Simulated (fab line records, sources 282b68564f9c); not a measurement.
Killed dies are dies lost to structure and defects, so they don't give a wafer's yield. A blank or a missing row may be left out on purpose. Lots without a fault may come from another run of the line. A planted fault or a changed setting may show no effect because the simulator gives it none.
Which tool did it? | flow rit_cmos | 16 lots, 48 wafers sampled, at 2 steps of a route of 202

WHAT THE GAUGES READ, wafer by wafer
RIT_CONTACT_OVL_MEAS_09. Usual: CONTACT_OVL -0.1 nm, standard deviation 1.
lot  | measured    | on         | CONTACT_OVL (nm)  | flag
L773 | day 3 07:32 | overlay-02 | -1.0 -1.0 0.8     |
L774 | day 3 13:08 | overlay-01 | -0.6 -0.7 0.3     |
L776 | day 3 19:28 | overlay-01 | 1.7 1.2 -0.3      |
L778 | day 4 09:17 | overlay-02 | 0.4 -1.5 -0.2     |
L779 | day 4 11:26 | overlay-02 | 0.1 0.2 1.0       |
L780 | day 4 20:53 | overlay-01 | 0.1 1.3 -0.7      |
L781 | day 5 00:35 | overlay-01 | -0.6 -1.4 0.6     |
L782 | day 5 08:05 | overlay-02 | 0.8 0.2 -0.2      |
L783 | day 5 13:02 | overlay-02 | 0.3 -1.1 0.4      |
L784 | day 5 15:50 | overlay-01 | 0.2 -0.1 -1.0     |
L785 | day 5 20:52 | overlay-02 | -1.0 -0.9 1.1     |
L787 | day 6 08:01 | overlay-01 | 316.0 314.7 316.9 | OFF
L789 | day 6 14:42 | overlay-01 | -1.5 -0.9 -1.8    |
L791 | day 7 00:10 | overlay-01 | 317.4 317.8 317.7 | OFF
L793 | day 7 11:53 | overlay-02 | 317.1 317.3 316.5 | OFF
L795 | day 7 19:55 | overlay-01 | 316.1 316.6 315.9 | OFF

WHICH TOOL RAN EACH LOT (tool, then ch and the chambers of the sampled wafers, then the start)
lot  | RIT_CONTACT_EXPOSE_05
L773 | iline_stepper-02 ch 0, day 3 06:55
L774 | iline_stepper-02 ch 0, day 3 12:31
L776 | iline_stepper-01 ch 0, day 3 18:51
L778 | iline_stepper-01 ch 0, day 4 08:39
L779 | iline_stepper-01 ch 0, day 4 10:49
L780 | iline_stepper-01 ch 0, day 4 20:16
L781 | iline_stepper-01 ch 0, day 4 23:50
L782 | iline_stepper-02 ch 0, day 5 07:27
L783 | iline_stepper-02 ch 0, day 5 12:23
L784 | iline_stepper-01 ch 0, day 5 15:05
L785 | iline_stepper-02 ch 0, day 5 20:16
L787 | iline_stepper-02 ch 0, day 6 07:25
L789 | iline_stepper-01 ch 0, day 6 14:04
L791 | iline_stepper-02 ch 0, day 6 23:32
L793 | iline_stepper-02 ch 0, day 7 11:15
L795 | iline_stepper-02 ch 0, day 7 19:17
- RIT_CONTACT_EXPOSE_05: exposes mask M11, target cd 1000 nm.

WHAT THE TOOLS THEMSELVES READ (means of the sampled wafers that have a number; where no wafer has one, the mark that the record gives instead)
The record holds no such reading with a usual standard deviation.

THE ANSWER, worked out from the rows above alone
Rule: a lot is off if the mean of its wafers that have a number lies more than 3 standard deviations from the usual mean. A lot without any number at a reading at which 4 lots or more have one is off too. The other lots that the step has rows for count as sound. The gauges are gone through in route order, then the tools' own readings, and for those a lot's mean is taken as printed above. The first step at which some lot is off is used, and at that step the reading that is off furthest; a lot without a number counts as furthest.
Off: L787, L791, L793, L795, at RIT_CONTACT_OVL_MEAS_09 (CONTACT_OVL).
A tool fits if, at a process step before that reading, it ran every lot that is off, and no sound lot after the first of them. The gauges at RIT_CONTACT_OVL_MEAS_09 are tried like those tools. One fits: iline_stepper-02 at RIT_CONTACT_EXPOSE_05. Its last sound lot is L785 (day 5 20:16), its first lot that is off L787 (day 6 07:25): a fault that began between those two fits.

WHAT THE SIMULATOR HAD PUT IN
Scanner matching overlay: iline_stepper-02, from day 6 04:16 on, at RIT_CONTACT_EXPOSE_05. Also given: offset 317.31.
Lots struck among those shown: L787, L791, L793, L795. The rule above found the same.
